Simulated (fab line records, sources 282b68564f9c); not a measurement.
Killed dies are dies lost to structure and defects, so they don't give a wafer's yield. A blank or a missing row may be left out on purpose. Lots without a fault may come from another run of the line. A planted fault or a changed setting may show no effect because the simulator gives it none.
Split-lot experiment | flow rit_cmos | 5 lots, 23 wafers read, on a route of 202 steps

THE SPLIT
At RIT_ACTIVE_CVD_03 (deposits Si3N4 from SiH2Cl2/NH3, target thk 150 nm, time 1500 s), the setting sih2cl2_flow_sccm was moved away from the recipe's 60 sccm on 15 of the 23 wafers read, by -12.7% to +7.7%. The other wafers ran this setting at the recipe's value.

The reading is taken at the split's own step.

THE READING
Si3N4_of_ACTIVE_CVD_03.thk_nm (the simulator's own value, which no gauge read), in nm, at RIT_ACTIVE_CVD_03 (deposits Si3N4 from SiH2Cl2/NH3, target thk 150 nm, time 1500 s). The file gives no usual value for it. The 8 wafers here that ran the recipe average 150.9 nm, standard deviation 1.4 nm.

wafer  | tool, chamber at the split | sih2cl2_flow_sccm as run, sccm | against the recipe | Si3N4_of_ACTIVE_CVD_03.thk_nm, nm | against lot-mates on the recipe
L074.2 | lpcvd-02, 0                | 60                             | recipe             | 148.6                             | -
L074.3 | lpcvd-02, 0                | 60                             | recipe             | 150.3                             | -
L074.4 | lpcvd-02, 0                | 60                             | recipe             | 149.7                             | -
L076.2 | -, -                       | 60                             | recipe             | 152.4                             | -
L076.3 | -, -                       | 60                             | recipe             | 150.6                             | -
L076.4 | -, -                       | 60                             | recipe             | 150.7                             | -
L076.5 | -, -                       | 60                             | recipe             | 153.4                             | -
L076.6 | -, -                       | 60                             | recipe             | 151.3                             | -
L077.2 | -, -                       | 64.59                          | +7.7%              | 152.3                             | no lot-mate on the recipe
L077.3 | -, -                       | 64.59                          | +7.7%              | 151.8                             | no lot-mate on the recipe
L077.4 | -, -                       | 64.59                          | +7.7%              | 152.7                             | no lot-mate on the recipe
L077.5 | -, -                       | 64.59                          | +7.7%              | 153.1                             | no lot-mate on the recipe
L077.6 | -, -                       | 64.59                          | +7.7%              | 151.4                             | no lot-mate on the recipe
L080.1 | -, -                       | 52.41                          | -12.7%             | 144.1                             | no lot-mate on the recipe
L080.3 | -, -                       | 52.41                          | -12.7%             | 142.8                             | no lot-mate on the recipe
L080.4 | -, -                       | 52.41                          | -12.7%             | 142.8                             | no lot-mate on the recipe
L080.5 | -, -                       | 52.41                          | -12.7%             | 141.9                             | no lot-mate on the recipe
L080.6 | -, -                       | 52.41                          | -12.7%             | 143.3                             | no lot-mate on the recipe
L084.1 | -, -                       | 62.37                          | +3.9%              | 152.6                             | no lot-mate on the recipe
L084.2 | -, -                       | 62.37                          | +3.9%              | 153.6                             | no lot-mate on the recipe
L084.3 | -, -                       | 62.37                          | +3.9%              | 153.1                             | no lot-mate on the recipe
L084.4 | -, -                       | 62.37                          | +3.9%              | 152.5                             | no lot-mate on the recipe
L084.5 | -, -                       | 62.37                          | +3.9%              | 152.5                             | no lot-mate on the recipe

THE FIT
A straight line over all 23 wafers: Si3N4_of_ACTIVE_CVD_03.thk_nm changes by +0.501 nm for each +1% of sih2cl2_flow_sccm; r = +0.93; the points scatter about the line by 1.5 nm.
Too few moved wafers have a lot-mate on the recipe to fit a line with each lot's own level taken away.

THE FILE'S OWN FIT
Si3N4_of_ACTIVE_CVD_03.thk_nm changes by +0.502 nm for each +1% of sih2cl2_flow_sccm, r = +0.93.
